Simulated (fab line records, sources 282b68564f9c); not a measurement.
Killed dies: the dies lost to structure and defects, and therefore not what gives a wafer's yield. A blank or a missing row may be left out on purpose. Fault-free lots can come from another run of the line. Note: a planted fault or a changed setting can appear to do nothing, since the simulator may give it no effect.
fab line records	flow rit_cmos
record lots=7	wafers=21	last_day=7
route steps=202 shown PRETRO@67 GATE@75 FOX2@80 REOX@98 NLDD@103 M1@202
lots that met no fault: taken from a fault-free run of the same line
start_h: hours from the record's opening day to when the first of the lot's shown wafers began	wait_h: hours from the lot's prior step to this one	" as in the row above	L1.1+2: a row that stands for several wafers	- no value, or no start was given	* or withheld: withheld	< > ~ a bound
route shown NAME@n: names a module that has steps shown in the file, with the first one's number in the route	usual: mean and standard deviation over wafers with no fault	same: alike in all rows	chamber/n: place in a boat	sites: readings site by site	_std_site: standard deviation across them	_edge_site: inner sites' mean taken away from outer sites' mean	radius_mm: how far each site lies from the wafer's centre	mask NAME#n: copy n	behind: the tool/chamber that last shaped the wafer	hold: reason for holding the lot/hours on hold/outcome of the hold	device: the n, p or np transistor that did not switch	end of line: tests of these same wafers at the route's end	for a step that has no rows: nothing shown but its recipe	killed: the dies lost at the first sort to structure and to defects; this is not the yield of the wafer	map: a wafer's dies, x killed, . not, _ none there
set.NAME: the setting as run; set.NAME@STEP: as run at that earlier step	model.NAME: the simulator's own value behind a step, which no gauge read
lots seen at some steps along the route; tables by step, rows by wafer
services: the hour from which a tool's chamber was out of use, counted from the record's first day as start_h (under 0 if before that day), plus the number of hours and why
## steps
# step RIT_PRETRO_EXPOSE_03
# recipe mask_id=M5	na=0.57	target_cd_nm=43700	dose_mj=250
# step RIT_PRETRO_PEB_04
# recipe resist=NOVOLAK	temp_c=withheld	time_s=withheld
# step RIT_PRETRO_DEVELOP_05
# recipe resist=NOVOLAK	develop_time_s=68	dev_temp_c=23
# step RIT_PRETRO_OVL_MEAS_06
# usual PRETRO_OVL=0.1/1.6
lot.wafer	tool	chamber	start_h	wait_h	PRETRO_OVL[nm]
L295.3	overlay-02	-	46.46	-	1.6
L295.5	"	-	"	"	1.2
L295.6	"	-	"	"	1.1
L298.1	overlay-02	-	57.13	-	2.6
L298.2	"	-	"	"	0.0
L298.3	"	-	"	"	2.3
L306.2	overlay-02	-	95.38	-	-1.7
L306.4	"	-	"	"	-2.8
L306.5	"	-	"	"	-1.8
L309.1	overlay-02	-	111.24	-	1.0
L309.3	"	-	"	"	0.6
L309.4	"	-	"	"	0.6
L311.2	overlay-02	-	120.66	-	-0.4
L311.4	"	-	"	"	-0.1
L311.6	"	-	"	"	-1.2
L312.1	overlay-01	-	125.59	-	-0.7
L312.5	"	-	"	"	1.3
L312.6	"	-	"	"	0.0
L315.1	overlay-02	-	141.75	-	0.3
L315.4	"	-	"	"	0.6
L315.5	"	-	"	"	1.1
# step RIT_PRETRO_HARDBAKE_07
# recipe resist=NOVOLAK	temp_c=140	time_s=120
# step RIT_PRETRO_IMPLANT_08
# recipe species=B	energy_kev=45	dose_cm2=1.2e+13	tilt_deg=7
# step RIT_PRETRO_STRIP_09
# recipe chemistry=O2	time_s=180	resist=NOVOLAK	platen_temp_c=withheld	power_w=500	pressure_mtorr=4000	o2_flow_sccm=4000
# usual chamber_pressure_mTorr=4000/4.3	drypump_motor_current_A=5.4/0.42
lot.wafer	tool	chamber	start_h	wait_h	chamber_pressure_mTorr	drypump_motor_current_A	rf_hours_counter_h
L295.3	plasma_asher-04	1	47.12	0.1	4001	5.5	-
L295.5	"	1	"	"	4000	5.5	-
L295.6	"	0	"	"	3999	4.9	-
L298.1	plasma_asher-01	1	57.57	0.1	4002	6.2	40
L298.2	"	0	"	"	4001	5.4	40
L298.3	"	0	"	"	4004	5.4	-
L306.2	plasma_asher-04	1	95.81	0.1	4000	5.6	30
L306.4	"	0	"	"	4006	4.9	-
L306.5	"	0	"	"	3999	4.9	-
L309.1	plasma_asher-01	0	111.67	0.1	4000	5.4	46
L309.3	"	1	"	"	4001	6.2	-
L309.4	"	0	"	"	4004	5.4	-
L311.2	plasma_asher-01	1	121.09	0.1	4000	6.2	47
L311.4	"	0	"	"	4005	5.4	-
L311.6	"	0	"	"	4000	5.4	-
L312.1	plasma_asher-01	1	126.02	0.1	4003	6.2	48
L312.5	"	1	"	"	3999	6.2	-
L312.6	"	0	"	"	4002	5.4	-
L315.1	plasma_asher-04	1	142.28	0.1	4003	5.5	36
L315.4	"	0	"	"	4002	4.9	-
L315.5	"	1	"	"	4001	5.6	-
# step RIT_PRETRO_TW_MEAS_10
# usual PRETRO_TW=478/6.7
lot.wafer	tool	chamber	start_h	wait_h	PRETRO_TW
L295.3	film_metro-01	-	47.26	0.1	481
L295.5	"	-	"	"	483
L295.6	"	-	"	"	483
L298.1	film_metro-03	-	57.74	0.1	471
L298.2	"	-	"	"	470
L298.3	"	-	"	"	472
L306.2	film_metro-03	-	95.99	0.1	472
L306.4	"	-	"	"	471
L306.5	"	-	"	"	468
L309.1	film_metro-03	-	111.85	0.1	469
L309.3	"	-	"	"	469
L309.4	"	-	"	"	470
L311.2	film_metro-01	-	121.27	0.1	479
L311.4	"	-	"	"	482
L311.6	"	-	"	"	481
L312.1	film_metro-03	-	126.20	0.1	469
L312.5	"	-	"	"	468
L312.6	"	-	"	"	471
L315.1	film_metro-01	-	142.46	0.1	482
L315.4	"	-	"	"	482
L315.5	"	-	"	"	483
# step RIT_GATE_WET_ETCH_00
# recipe chemistry=BOE	target=SiO2	target_depth_nm=56	time_s=60	dry=n2_spin	dilution=10:1	temp_c=21.5
# step RIT_GATE_CLEAN_01
# recipe chemistry=SC1	mix=3:3:50	time_s=600	temp_c=75
# step RIT_GATE_CLEAN_02
# recipe chemistry=dHF	dilution=50:1	time_s=30.96
# step RIT_GATE_CLEAN_03
# recipe chemistry=SC2	mix=3:3:50	time_s=600	temp_c=75	dry=n2_spin
# step RIT_GATE_CLEAN_04
# recipe chemistry=dHF	dilution=50:1	time_s=60	dry=n2_spin
lot.wafer	tool	chamber	start_h	wait_h
L295.3+5+6	wet_bench-01	2	47.73	0.0
L298.1+2+3	wet_bench-03	1	58.20	0.0
L306.2+4+5	wet_bench-02	3	96.47	0.0
L309.1+3+4	wet_bench-03	1	112.48	0.0
L311.2+4+6	wet_bench-03	0	121.71	0.0
L312.1+5+6	wet_bench-03	2	126.67	0.0
L315.1+4+5	wet_bench-02	1	142.91	0.0
# step RIT_FOX2_THK_MEAS_91
# recipe reads=SiO2_of_FOX2_OXIDATION_00
# usual FIELD_OXIDE_LEFT_2_THK=257/7.2
lot.wafer	tool	chamber	start_h	wait_h	FIELD_OXIDE_LEFT_2_THK[nm]
L295.3	film_metro-04	-	47.77	0.0	265
L295.5	"	-	"	"	260
L295.6	"	-	"	"	254
L298.1	film_metro-03	-	58.22	0.0	256
L298.2	"	-	"	"	259
L298.3	"	-	"	"	257
L306.2	film_metro-03	-	96.51	0.0	253
L306.4	"	-	"	"	253
L306.5	"	-	"	"	250
L309.1	film_metro-01	-	112.50	0.0	252
L309.3	"	-	"	"	251
L309.4	"	-	"	"	248
L311.2	film_metro-01	-	121.75	0.0	257
L311.4	"	-	"	"	260
L311.6	"	-	"	"	261
L312.1	film_metro-03	-	126.69	0.0	255
L312.5	"	-	"	"	260
L312.6	"	-	"	"	260
L315.1	film_metro-01	-	142.93	0.0	252
L315.4	"	-	"	"	249
L315.5	"	-	"	"	245
# step RIT_GATE_OXIDATION_05
# recipe temp_c=900	ambient=O2	target_thk_a=30	ox_time_s=270
# step RIT_GATE_ANNEAL_06
# recipe temp_c=900	time_s=600	ambient=N2O
# step RIT_GATE_THK_MEAS_07
# recipe reads=SiO2_of_GATE_OXIDATION_05
# usual GATE_OXIDE_THK=3.03/0.066
lot.wafer	tool	chamber	start_h	wait_h	GATE_OXIDE_THK[nm]
L295.3	film_metro-01	-	49.16	0.0	3.04
L295.5	"	-	"	"	3.08
L295.6	"	-	"	"	3.12
L298.1	film_metro-03	-	59.84	0.0	3.08
L298.2	"	-	"	"	3.07
L298.3	"	-	"	"	3.02
L306.2	film_metro-04	-	98.39	0.0	3.03
L306.4	"	-	"	"	2.99
L306.5	"	-	"	"	2.95
L309.1	film_metro-01	-	113.89	0.0	3.11
L309.3	"	-	"	"	3.10
L309.4	"	-	"	"	3.08
L311.2	film_metro-04	-	123.13	0.0	3.01
L311.4	"	-	"	"	3.09
L311.6	"	-	"	"	3.09
L312.1	film_metro-03	-	128.47	0.0	2.94
L312.5	"	-	"	"	3.03
L312.6	"	-	"	"	2.91
L315.1	film_metro-01	-	145.05	0.0	2.97
L315.4	"	-	"	"	3.05
L315.5	"	-	"	"	2.90
# step RIT_GATE_CVD_08
# recipe material=poly-Si	target_thk_nm=250	temp_c=610	precursor=SiH4	time_s=2220	pressure_mtorr=300	sih4_flow_sccm=100
# step RIT_GATE_THK_MEAS_09
# recipe reads=poly-Si_of_GATE_CVD_08
# usual GATE_POLY_THK=249.8/1.9
lot.wafer	tool	chamber	start_h	wait_h	GATE_POLY_THK[nm]
L295.3	film_metro-03	-	50.83	0.0	247.5
L295.5	"	-	"	"	249.6
L295.6	"	-	"	"	248.4
L298.1	film_metro-04	-	61.52	0.0	249.8
L298.2	"	-	"	"	250.8
L298.3	"	-	"	"	251.7
L306.2	film_metro-01	-	100.08	0.0	245.8
L306.4	"	-	"	"	249.8
L306.5	"	-	"	"	246.3
L309.1	film_metro-03	-	115.56	0.0	249.0
L309.3	"	-	"	"	248.0
L309.4	"	-	"	"	248.3
L311.2	film_metro-01	-	124.81	0.0	249.6
L311.4	"	-	"	"	248.9
L311.6	"	-	"	"	251.9
L312.1	film_metro-01	-	130.15	0.0	249.7
L312.5	"	-	"	"	249.6
L312.6	"	-	"	"	251.0
L315.1	film_metro-03	-	146.72	0.0	249.3
L315.4	"	-	"	"	248.6
L315.5	"	-	"	"	251.0
# step RIT_GATE_HMDS_10
# recipe prime_time_s=60	prime_temp_c=140
# step RIT_GATE_COAT_11
# recipe resist=NOVOLAK	spin_rpm=4250	resist_thk_nm=850
# step RIT_GATE_SOFTBAKE_12
# recipe resist=NOVOLAK	temp_c=90	time_s=62
# usual plate_sensor_t_centre_C=90.968/0.0097	plate_sensor_t_edge_C=91.021/0.01	softbake_temp_c=89.99/0.11
lot.wafer	tool	chamber	start_h	wait_h	plate_sensor_t_centre_C	plate_sensor_t_edge_C	softbake_temp_c
L295.3	litho_track-02	0	51.22	0.1	90.981	91.019	90.15
L295.5	"	0	"	"	90.959	91.003	90.20
L295.6	"	0	"	"	90.969	91.012	90.21
L298.1	litho_track-02	0	61.88	0.1	90.965	91.013	90.05
L298.2	"	0	"	"	90.965	91.009	90.03
L298.3	"	0	"	"	90.973	91.024	90.11
L306.2	litho_track-02	0	100.47	0.1	90.963	91.035	89.83
L306.4	"	0	"	"	90.958	91.028	89.87
L306.5	"	0	"	"	90.948	91.020	89.88
L309.1	litho_track-04	0	115.92	0.1	90.976	91.029	90.13
L309.3	"	0	"	"	90.955	91.019	89.96
L309.4	"	0	"	"	90.960	91.020	89.96
L311.2	litho_track-02	0	125.19	0.1	90.966	91.019	89.97
L311.4	"	0	"	"	90.985	91.030	90.00
L311.6	"	0	"	"	90.976	91.030	89.99
L312.1	litho_track-02	0	130.57	0.1	90.974	91.001	89.86
L312.5	"	0	"	"	90.952	91.006	89.78
L312.6	"	0	"	"	90.967	91.022	89.79
L315.1	litho_track-03	0	147.08	0.1	90.980	91.018	90.01
L315.4	"	0	"	"	90.968	91.006	89.92
L315.5	"	0	"	"	90.970	90.990	90.12
# step RIT_GATE_EXPOSE_13
# recipe mask_id=M6	na=0.6	source_shape=conventional	sigma_outer=0.6	target_cd_nm=150	dose_mj=380
# step RIT_GATE_PEB_14
# recipe resist=NOVOLAK	temp_c=withheld	time_s=withheld
# step RIT_GATE_DEVELOP_15
# recipe resist=NOVOLAK	develop_time_s=50	dev_temp_c=23
# step RIT_GATE_CD_MEAS_16
# recipe target_cd_nm=150
# usual cd_nm=149.6/2.5
lot.wafer	tool	chamber	start_h	wait_h	cd_nm
L295.3	cd_sem-02	-	51.89	-	151.3
L295.5	"	-	"	"	151.1
L295.6	"	-	"	"	147.9
L298.1	cd_sem-02	-	62.43	-	149.4
L298.2	"	-	"	"	148.4
L298.3	"	-	"	"	150.9
L306.2	cd_sem-01	-	101.02	-	144.2
L306.4	"	-	"	"	145.6
L306.5	"	-	"	"	145.9
L309.1	cd_sem-02	-	116.60	-	146.8
L309.3	"	-	"	"	148.8
L309.4	"	-	"	"	149.6
L311.2	cd_sem-01	-	125.85	-	152.5
L311.4	"	-	"	"	153.0
L311.6	"	-	"	"	150.5
L312.1	cd_sem-02	-	131.23	-	149.0
L312.5	"	-	"	"	149.8
L312.6	"	-	"	"	149.4
L315.1	cd_sem-02	-	147.77	-	147.7
L315.4	"	-	"	"	147.4
L315.5	"	-	"	"	144.3
# step RIT_GATE_OVL_MEAS_17
# usual GATE_OVL=0.2/1.2
lot.wafer	tool	chamber	start_h	wait_h	GATE_OVL[nm]
L295.3	overlay-02	-	51.98	0.1	-0.4
L295.5	"	-	"	"	-0.4
L295.6	"	-	"	"	0.5
L298.1	overlay-01	-	62.55	0.1	-0.2
L298.2	"	-	"	"	-0.9
L298.3	"	-	"	"	-0.1
L306.2	overlay-02	-	101.12	0.1	0.4
L306.4	"	-	"	"	-0.9
L306.5	"	-	"	"	1.3
L309.1	overlay-02	-	116.72	0.1	2.0
L309.3	"	-	"	"	0.3
L309.4	"	-	"	"	-0.3
L311.2	overlay-02	-	125.95	0.1	1.0
L311.4	"	-	"	"	1.6
L311.6	"	-	"	"	1.4
L312.1	overlay-02	-	131.35	0.1	-0.4
L312.5	"	-	"	"	-1.0
L312.6	"	-	"	"	-0.3
L315.1	overlay-01	-	147.89	0.1	0.4
L315.4	"	-	"	"	-0.4
L315.5	"	-	"	"	1.4
# step RIT_GATE_HARDBAKE_18
# recipe resist=NOVOLAK	temp_c=140	time_s=60
# step RIT_GATE_ETCH_19
# recipe chemistry=SF6/CHF3/O2	time_s=165	SF6_flow_sccm=30	CHF3_flow_sccm=30	O2_flow_sccm=5	target=poly-Si	pressure_mtorr=40	rf_w=160	target_depth_a=3125	over_etch_frac=0.25	stop_on=SiO2
# usual chamber_pressure_mTorr=40.00/0.04	drypump_motor_current_A=5.9/0.37	oes_product_au=0.858/0.0097	rf_fwd_power_W=159.5/0.51	throttle_valve_pct=10.25/0.15
lot.wafer	tool	chamber	start_h	wait_h	chamber_pressure_mTorr	drypump_motor_current_A	oes_product_au	rf_fwd_power_W	rf_hours_counter_h	throttle_valve_pct
L295.3	rie_si-02	1	52.16	0.1	40.04	6.2	0.862	160.1	93	10.19
L295.5	"	1	"	"	40.07	6.2	0.850	160.0	-	10.19
L295.6	"	0	"	"	39.96	5.3	0.838	159.3	-	10.31
L298.1	rie_si-01	3	62.74	0.1	40.02	6.0	0.851	159.3	91	10.21
L298.2	"	1	"	"	40.06	5.1	0.870	160.0	2	10.25
L298.3	"	2	"	"	40.02	6.0	0.877	159.3	124	10.00
L306.2	rie_si-01	1	101.30	0.1	39.95	5.1	0.856	159.3	3	10.27
L306.4	"	3	"	"	39.99	6.0	0.857	159.4	91	10.20
L306.5	"	2	"	"	40.05	6.0	0.868	160.2	-	10.00
L309.1	rie_si-02	2	116.90	0.1	39.96	6.2	0.863	159.1	1	10.14
L309.3	"	0	"	"	40.01	5.3	0.852	158.5	5	10.32
L309.4	"	1	"	"	39.98	6.2	0.862	159.9	94	10.20
L311.2	rie_si-02	2	126.13	0.1	40.01	6.3	0.854	160.2	1	10.16
L311.4	"	3	"	"	39.97	5.8	0.859	160.0	6	10.49
L311.6	"	2	"	"	39.94	6.3	0.857	159.1	-	10.15
L312.1	rie_si-01	3	131.53	0.1	40.03	6.0	0.860	159.6	91	10.19
L312.5	"	3	"	"	40.00	6.0	0.853	160.2	-	10.20
L312.6	"	2	"	"	39.97	6.0	0.871	159.9	-	10.00
L315.1	rie_si-02	3	148.08	0.1	40.09	5.8	0.855	159.8	6	10.51
L315.4	"	2	"	"	40.04	6.3	0.857	159.3	2	10.15
L315.5	"	2	"	"	39.95	6.3	0.854	159.9	-	10.15
# step RIT_GATE_STRIP_20
# recipe chemistry=O2	time_s=180	resist=NOVOLAK	platen_temp_c=withheld	power_w=500	pressure_mtorr=4000	o2_flow_sccm=4000
# usual chamber_pressure_mTorr=4000/3.9	drypump_motor_current_A=5.5/0.37
lot.wafer	tool	chamber	start_h	wait_h	chamber_pressure_mTorr	drypump_motor_current_A	rf_hours_counter_h
L295.3	plasma_asher-03	1	52.32	0.1	3999	5.5	-
L295.5	"	0	"	"	3999	5.8	-
L295.6	"	1	"	"	4000	5.4	-
L298.1	plasma_asher-03	1	62.84	0.1	4000	5.4	44
L298.2	"	0	"	"	3999	5.8	44
L298.3	"	0	"	"	3997	5.9	-
L306.2	plasma_asher-04	1	101.41	0.1	3998	5.6	31
L306.4	"	0	"	"	3998	4.9	-
L306.5	"	1	"	"	4002	5.6	-
L309.1	plasma_asher-03	0	117.01	0.1	4001	5.8	50
L309.3	"	0	"	"	4000	5.8	-
L309.4	"	1	"	"	3994	5.4	-
L311.2	plasma_asher-03	0	126.24	0.1	3999	5.9	51
L311.4	"	1	"	"	3999	5.4	-
L311.6	"	1	"	"	3992	5.4	-
L312.1	plasma_asher-04	1	131.75	0.2	3998	5.5	35
L312.5	"	1	"	"	4000	5.6	-
L312.6	"	0	"	"	4001	4.9	-
L315.1	plasma_asher-01	1	148.18	0.1	4004	6.2	49
L315.4	"	0	"	"	4005	5.4	-
L315.5	"	1	"	"	3998	6.2	-
# step RIT_GATE_CD_MEAS_90
# recipe target_cd_nm=150
# usual cd_nm=149.6/2.5
lot.wafer	tool	chamber	start_h	wait_h	cd_nm
L295.3	cd_sem-01	-	52.48	0.1	151.1
L295.5	"	-	"	"	151.3
L295.6	"	-	"	"	148.0
L298.1	cd_sem-02	-	63.02	0.1	149.3
L298.2	"	-	"	"	148.3
L298.3	"	-	"	"	150.8
L306.2	cd_sem-02	-	101.61	0.1	144.4
L306.4	"	-	"	"	145.4
L306.5	"	-	"	"	146.0
L309.1	cd_sem-02	-	117.19	0.1	146.5
L309.3	"	-	"	"	148.9
L309.4	"	-	"	"	150.0
L311.2	cd_sem-02	-	126.44	0.1	152.1
L311.4	"	-	"	"	152.7
L311.6	"	-	"	"	151.2
L312.1	cd_sem-02	-	131.92	0.1	149.5
L312.5	"	-	"	"	149.6
L312.6	"	-	"	"	149.9
L315.1	cd_sem-02	-	148.36	0.1	147.6
L315.4	"	-	"	"	147.7
L315.5	"	-	"	"	144.6
# step RIT_REOX_CLEAN_00
# recipe chemistry=SC1	mix=3:3:50	time_s=600	temp_c=75
# step RIT_REOX_CLEAN_01
# recipe chemistry=dHF	dilution=50:1	time_s=30
# step RIT_REOX_CLEAN_02
# recipe chemistry=SC2	mix=3:3:50	time_s=588.2	temp_c=75	dry=n2_spin
# step RIT_REOX_OXIDATION_03
# recipe temp_c=900	ambient=O2	target_thk_a=252	ox_time_s=5580
# step RIT_REOX_THK_MEAS_04
# recipe reads=SiO2_of_REOX_OXIDATION_03
# usual REOX_OXIDE_THK=25.2/0.58
lot.wafer	tool	chamber	start_h	wait_h	REOX_OXIDE_THK[nm]
L295.3	film_metro-01	-	55.50	0.0	25.4
L295.5	"	-	"	"	25.6
L295.6	"	-	"	"	25.2
L298.1	film_metro-04	-	66.07	0.0	25.7
L298.2	"	-	"	"	25.7
L298.3	"	-	"	"	26.0
L306.2	film_metro-02	-	104.63	0.0	24.3
L306.4	"	-	"	"	23.9
L306.5	"	-	"	"	23.9
L309.1	film_metro-01	-	120.34	0.0	25.5
L309.3	"	-	"	"	25.5
L309.4	"	-	"	"	25.5
L311.2	film_metro-02	-	130.23	0.0	26.2
L311.4	"	-	"	"	25.7
L311.6	"	-	"	"	26.0
L312.1	film_metro-04	-	135.52	0.0	25.7
L312.5	"	-	"	"	25.2
L312.6	"	-	"	"	24.8
L315.1	film_metro-02	-	151.40	0.0	25.6
L315.4	"	-	"	"	25.4
L315.5	"	-	"	"	25.8
# step RIT_NLDD_HMDS_00
# recipe prime_time_s=60	prime_temp_c=140
# step RIT_NLDD_COAT_01
# recipe resist=NOVOLAK	spin_rpm=3250	resist_thk_nm=1000
# step RIT_NLDD_SOFTBAKE_02
# recipe resist=NOVOLAK	temp_c=90	time_s=60
# step RIT_NLDD_EXPOSE_03
# recipe mask_id=M7	na=0.57	target_cd_nm=40700	dose_mj=250
# step RIT_NLDD_PEB_04
# recipe resist=NOVOLAK	temp_c=withheld	time_s=withheld
# step RIT_NLDD_DEVELOP_05
# recipe resist=NOVOLAK	develop_time_s=50	dev_temp_c=23
# step RIT_M1_PROBE_99
# usual killed_at_contacts=0.1/0.24	killed_at_front_end=7.1/2.8	killed_dies=7.2/2.8	killed_open=3.6/2.1	killed_short=3.6/1.9
# same gross_dies=264	killed_at_M0_to_M3=0	killed_at_M4_up=0	killed_at_back_side=0	killed_at_other=0
lot.wafer	tool	chamber	start_h	wait_h	killed_at_contacts	killed_at_front_end	killed_dies	killed_open	killed_short	model.etest.diode_nwell_sub.leak_log10_a_cm2	model.etest.antenna_m1.short	model.etest.ring.no_ring	model.etest.nmos_narrow.short	model.etest.cap_p_gate.short	model.etest.nmos_0p15.over_limit	model.etest.pmos_0p15.over_limit	model.etest.pmos_turned.short
L295.3	prober-01	-	72.95	0.2	0	6	6	1	5	-7.276	0	0	0	0	0	0	0
L295.5	prober-01	-	73.05	0.2	0	4	4	4	0	-7.523	0	0	0	0	0	0	0
L295.6	prober-01	-	73.10	0.2	0	10	10	4	6	-7.668	0	0	0	0	0	0	0
L298.1	prober-02	-	83.16	0.1	0	6	6	5	1	-7.51	0	0	0	0	0	0	0
L298.2	prober-02	-	83.21	0.1	1	6	7	2	5	-7.528	0	0	0	0	0	0	0
L298.3	prober-02	-	83.26	0.2	0	5	5	1	4	-7.433	0	0	0	0	0	0	0
L306.2	prober-01	-	121.37	0.1	0	9	9	2	7	-7.819	0	0	0	0	0	0	0
L306.4	prober-01	-	121.47	0.2	0	6	6	4	2	-7.131	0	0	0	0	0	0	0
L306.5	prober-01	-	121.52	0.2	0	9	9	5	4	-7.759	0	0	0	0	0	0	0
L309.1	prober-02	-	138.02	0.1	0	3	3	3	0	-5.449	1	1	1	1	1	1	1
L309.3	prober-02	-	138.12	0.2	0	4	4	0	4	-5.707	1	1	1	1	1	1	1
L309.4	prober-02	-	138.17	0.2	0	7	7	2	5	-5.588	1	1	1	1	1	1	1
L311.2	prober-02	-	146.80	0.1	0	6	6	4	2	-5.419	1	1	1	1	1	1	1
L311.4	prober-02	-	146.90	0.2	0	6	6	2	4	-5.398	1	1	1	1	1	1	1
L311.6	prober-02	-	147.00	0.2	0	13	13	8	5	-5.314	1	1	1	1	1	1	1
L312.1	prober-01	-	153.02	0.1	0	10	10	3	7	-5.552	1	1	1	1	1	1	1
L312.5	prober-01	-	153.22	0.2	0	5	5	0	5	-5.498	1	1	1	1	1	1	1
L312.6	prober-01	-	153.27	0.2	0	7	7	4	3	-5.474	1	1	1	1	1	1	1
L315.1	prober-02	-	167.91	0.1	0	7	7	4	3	-7.349	0	0	0	0	0	0	0
L315.4	prober-02	-	168.06	0.2	0	7	7	1	6	-7.514	0	0	0	0	0	0	0
L315.5	prober-02	-	168.11	0.2	0	9	9	5	4	-7.561	0	0	0	0	0	0	0
# killed by level:class
L295.3 FOX1:geometric_particle:short=2 GATE:geometric_particle:short=2 FOX1:geometric_particle:open=1 REOX:geometric_particle:short=1
L295.5 FOX1:geometric_particle:open=2 GATE:geometric_particle:open=1 SPACER:geometric_particle:open=1
L295.6 GATE:geometric_particle:open=3 REOX:geometric_particle:short=2 SILICIDE:geometric_particle:short=2 GATE:geometric_particle:short=1 REOX:geometric_particle:open=1 SPACER:geometric_particle:short=1
L298.1 SILICIDE:geometric_particle:open=3 GATE:geometric_particle:short=1 GATE:geometric_particle:open=1 REOX:geometric_particle:open=1
L298.2 SPACER:geometric_particle:short=2 FOX2:geometric_particle:short=1 REOX:geometric_particle:open=1 SILICIDE:geometric_particle:open=1 SILICIDE:geometric_particle:short=1 CONTACT:geometric_particle:short=1
L298.3 FOX1:geometric_particle:short=2 GATE:geometric_particle:open=1 REOX:geometric_particle:short=1 SPACER:geometric_particle:short=1
L306.2 GATE:geometric_particle:short=3 FOX2:geometric_particle:short=2 GATE:geometric_particle:open=1 REOX:geometric_particle:open=1 REOX:geometric_particle:short=1 SPACER:geometric_particle:short=1
L306.4 FOX1:geometric_particle:short=1 GATE:geometric_particle:open=1 REOX:geometric_particle:open=1 REOX:geometric_particle:short=1 SPACER:geometric_particle:open=1 SILICIDE:geometric_particle:open=1
L306.5 SPACER:geometric_particle:open=3 GATE:geometric_particle:open=2 SPACER:geometric_particle:short=2 FOX1:geometric_particle:short=1 GATE:geometric_particle:short=1
L309.1 FOX1:geometric_particle:open=1 SPACER:geometric_particle:open=1 SILICIDE:geometric_particle:open=1
L309.3 FOX1:geometric_particle:short=1 REOX:geometric_particle:short=1 SPACER:geometric_particle:short=1 SILICIDE:geometric_particle:short=1
L309.4 FOX1:geometric_particle:short=2 FOX1:geometric_particle:open=1 GATE:geometric_particle:open=1 REOX:geometric_particle:short=1 SPACER:geometric_particle:short=1 SILICIDE:geometric_particle:short=1
L311.2 SPACER:geometric_particle:open=2 FOX1:geometric_particle:short=1 FOX2:geometric_particle:short=1 GATE:geometric_particle:open=1 REOX:geometric_particle:open=1
L311.4 FOX1:geometric_particle:short=1 FOX1:geometric_particle:open=1 FOX2:geometric_particle:short=1 GATE:geometric_particle:short=1 GATE:geometric_particle:open=1 SILICIDE:geometric_particle:short=1
L311.6 FOX1:geometric_particle:open=3 GATE:geometric_particle:open=2 FOX2:geometric_particle:short=2 SILICIDE:geometric_particle:open=2 FOX1:geometric_particle:short=1 GATE:geometric_particle:short=1 SPACER:geometric_particle:open=1 SILICIDE:geometric_particle:short=1
L312.1 GATE:geometric_particle:short=7 GATE:geometric_particle:open=2 SPACER:geometric_particle:open=1
L312.5 FOX2:geometric_particle:short=2 GATE:geometric_particle:short=2 REOX:geometric_particle:short=1
L312.6 GATE:geometric_particle:open=2 SPACER:geometric_particle:short=2 FOX2:geometric_particle:open=1 REOX:geometric_particle:short=1 SPACER:geometric_particle:open=1
L315.1 REOX:geometric_particle:open=2 FOX1:geometric_particle:open=1 FOX1:geometric_particle:short=1 GATE:geometric_particle:open=1 GATE:geometric_particle:short=1 SPACER:geometric_particle:short=1
L315.4 FOX2:geometric_particle:short=2 GATE:geometric_particle:short=2 FOX1:geometric_particle:short=1 GATE:geometric_particle:open=1 SPACER:geometric_particle:short=1
L315.5 REOX:geometric_particle:open=3 FOX2:geometric_particle:short=2 FOX1:geometric_particle:open=1 GATE:geometric_particle:short=1 REOX:geometric_particle:short=1 SPACER:geometric_particle:open=1
## services
tool	chamber	start_h	hours	kind
plasma_asher-01	-	26.35	2.8	pm
plasma_asher-04	-	38.69	1.9	repair
rie_si-02	3	43.44	9.9	repair
plasma_asher-04	-	55.52	12.9	repair
plasma_asher-01	-	61.46	1.8	repair
plasma_asher-03	-	96.68	6.2	repair
rie_si-01	3	105.46	6.6	repair
rie_si-02	-	112.90	0.1	repair
plasma_asher-01	-	128.92	8.7	repair
plasma_asher-03	-	147.66	7.8	repair
## key
first_sign none at tools or gauges
model_effect step=RIT_M1_PROBE_99	value=etest.diode_nwell_sub.leak_log10_a_cm2	without=-7.503	struck=-5.489
met_at RIT_GATE_CLEAN_04
struck_wafers L309.1,L309.3,L309.4,L311.2,L311.4,L311.6,L312.1,L312.5,L312.6
tester_left_out L309,L311,L312
onset_between 58.20 112.48
also_fits RIT_PRETRO_STRIP_09:plasma_asher-01
fault kind=metallic_contamination_source	tool=wet_bench-03	chamber=-	onset_h=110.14	steps=RIT_GATE_CLEAN_04	rate_cm2_per_visit=1e+13	species=metal_fe_cm2
# tester_left_out: of these lots the tester's yield and bins aren't shown, on N5 and GAA mostly nor the transistor test; their killed dies are dies lost to structure and defects alone, not to doping, threshold or leakage, so they don't give the yield
